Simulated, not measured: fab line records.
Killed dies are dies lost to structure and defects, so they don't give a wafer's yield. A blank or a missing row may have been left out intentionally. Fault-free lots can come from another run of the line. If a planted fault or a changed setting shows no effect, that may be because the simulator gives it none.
A struck lot beside a sound one :: flow berkeley_cmos170 :: 38 out of 331 route steps
Sound: the wafers L196.2, L196.3, L196.4. Wafers struck: L194.2, L194.5, L194.6. The cause is named last.
Order at every step that has rows: each side's tool, ch and its chambers, its first start. Under that, the readings that differ: sound wafers :: struck wafers :: difference of the means :: sigmas: that difference in standard deviations of wafers without a fault.
alike: a reading whose means differ by less than 2 such deviations, as well as words and numbers matching on both sides. not compared: withheld readings; readings where some wafer has no value; bounds like >300 that might hide an equal value; numbers whose values overlap and for which the record gives no deviation.
The two part at a step that has a row with sigmas, a row that says differs or no value, or rows on one side only. Non-overlapping numbers with no deviation appear without sigmas and do not part them. A reading missing from all wafers of one side parts the sides only when that side holds two or more wafers.

UCB170_SPACER_CVD_00: deposits SiO2 from TEOS/O2, target thk 376 nm, time 47 s.
  sound on pecvd-03 ch 0,1,2, day 12 06:22; struck on pecvd-04 ch 1,2, day 11 17:47
  alike: heater_power_w, pressure_mtorr, susceptor_temp_C
UCB170_SPACER_THK_MEAS_01:
  struck on film_metro-02, day 11 17:50; sound on film_metro-01, day 12 06:25
  alike: SPACER_TEOS_THK
then, 1 step without rows for these wafers: UCB170_SPACER_ANNEAL_02 (time 1800 s).
UCB170_SPACER_ETCHBACK_03: etches SiO2 in CHF3/CF4/Ar, stops on Si, target depth 376 nm, time 100 s.
  sound on rie_diel-04 ch 1,2,3, day 12 10:28; struck on rie_diel-01 ch 0,2,3, day 11 22:17
  alike: drypump_motor_current_A, oes_product_au, throttle_valve_pct
  not compared: rf_hours_counter_h
then, 6 steps without rows for these wafers: UCB170_PSD_HMDS_00 (prime time 60 s); UCB170_PSD_COAT_01 (resist thk 900 nm); UCB170_PSD_SOFTBAKE_02 (time 60 s); UCB170_PSD_EXPOSE_03 (exposes mask PSELECT MOD, target cd 1200 nm); UCB170_PSD_PEB_04; UCB170_PSD_DEVELOP_05 (develop time 45 s).
UCB170_PSD_CD_MEAS_06: the cd target is 1200 nm.
  struck on cd_sem-01, day 12 00:23; sound on cd_sem-02, day 12 12:07
  alike: cd_nm
UCB170_PSD_OVL_MEAS_07:
  struck on overlay-01, day 12 00:30; sound on overlay-02, day 12 12:13
  alike: PSD_OVL
UCB170_PSD_IMPLANT_08:
  sound on implanter-03 ch 0, day 12 12:17; struck on implanter-02 ch 0, day 12 00:58
  alike: beam_on_s
UCB170_PSD_STRIP_09: strips in O2.
  sound on plasma_asher-01 ch 0,1, day 12 12:24; struck on plasma_asher-03 ch 0,1, day 12 01:05
reading: oes_product_au (a.u.)
sound: 0.592 0.604 0.599
struck: 0.517 0.517 0.518
difference: -0.081
sigmas: -18

reading: strip_time_to_endpoint_s (s)
sound: 29.34 29.39 29.44
struck: 37.44 37.63 37.51
difference: +8.14
sigmas: +99 or more
  alike: drypump_motor_current_A
  not compared: rf_hours_counter_h
UCB170_PSD_TW_MEAS_10:
  struck on film_metro-04, day 12 01:12; sound on film_metro-04, day 12 12:31
reading: PSD_TW
sound: 2339 2342 2344
struck: 2875 2884 2875
difference: +536
sigmas: +54
then, 7 steps without rows for these wafers: UCB170_PSD_CLEAN_11 (cleans in SPM, time 600 s); UCB170_NSD_HMDS_00 (prime time 60 s); UCB170_NSD_COAT_01 (resist thk 900 nm); UCB170_NSD_SOFTBAKE_02 (time 60 s); UCB170_NSD_EXPOSE_03 (exposes mask NSELECT MOD, target cd 1200 nm); UCB170_NSD_PEB_04; UCB170_NSD_DEVELOP_05 (develop time 45 s).
UCB170_NSD_CD_MEAS_06: the cd target is 1200 nm.
  struck on cd_sem-02, day 12 02:48; sound on cd_sem-02, day 12 14:44
  alike: cd_nm
UCB170_NSD_OVL_MEAS_07:
  struck on overlay-01, day 12 02:55; sound on overlay-01, day 12 14:50
  alike: NSD_OVL
following that, these wafers have no rows for 1 step: UCB170_NSD_IMPLANT_08.
UCB170_NSD_STRIP_09: strips in O2.
  sound on plasma_asher-02 ch 0,1, day 12 15:01; struck on plasma_asher-03 ch 0,1, day 12 03:05
reading: drypump_motor_current_A (A)
sound: 4.8 4.8 5.4
struck: 6.3 6.6 6.3
difference: +1.4
sigmas: +2
  alike: oes_product_au, strip_time_to_endpoint_s
  not compared: rf_hours_counter_h
UCB170_NSD_TW_MEAS_10:
  struck on film_metro-04, day 12 03:12; sound on film_metro-03, day 12 15:08
  alike: NSD_TW
then, 6 steps without rows for these wafers: UCB170_NSD_CLEAN_11 (cleans in SPM, time 600 s); UCB170_BACKSIDE_HMDS_00 (prime time 60 s); UCB170_BACKSIDE_COAT_01 (resist thk 900 nm); UCB170_BACKSIDE_SOFTBAKE_02 (time 60 s); UCB170_BACKSIDE_STRIP_03 (strips in O2); UCB170_BACKSIDE_CLEAN_04 (cleans in SPM, time 600 s).
UCB170_SDANNEAL_RTA_00: time 10 s.
  sound on rtp_anneal-01 ch 0, day 12 16:21; struck on rtp_anneal-02 ch 0, day 12 04:35
  alike: lamp_power_pct, wafer_temp_C_max
UCB170_SDANNEAL_RTA_01: time 5 s.
  sound on rtp_anneal-01 ch 0, day 12 16:25; struck on rtp_anneal-02 ch 0, day 12 04:39
reading: wafer_temp_C_max
sound: 1051.9 1052.2 1052.7
struck: 1055.0 1054.2 1054.3
difference: +2.2
sigmas: +2
  alike: lamp_power_pct
UCB170_SDANNEAL_RS_MEAS_02: uses a four-point probe to measure.
  struck on film_metro-03, day 12 04:43; sound on film_metro-03, day 12 16:29
reading: PSD_RS (ohm/sq)
sound: 75.84 75.39 75.34
struck: 53.58 53.66 53.69
difference: -21.88
sigmas: -78
UCB170_SDANNEAL_RS_MEAS_03: uses a four-point probe to measure.
  struck on film_metro-03, day 12 04:50; sound on film_metro-03, day 12 16:36
  alike: NSD_RS
following that, these wafers have no rows for 1 step: UCB170_M3_PROBE_99.

== WHERE THEY PART ==
At UCB170_PSD_STRIP_09 first; at UCB170_SDANNEAL_RS_MEAS_02 last (within this record only). Later steps at which nothing parts them and some readings are alike: UCB170_SDANNEAL_RS_MEAS_03.

WHY: the cause the simulator had injected
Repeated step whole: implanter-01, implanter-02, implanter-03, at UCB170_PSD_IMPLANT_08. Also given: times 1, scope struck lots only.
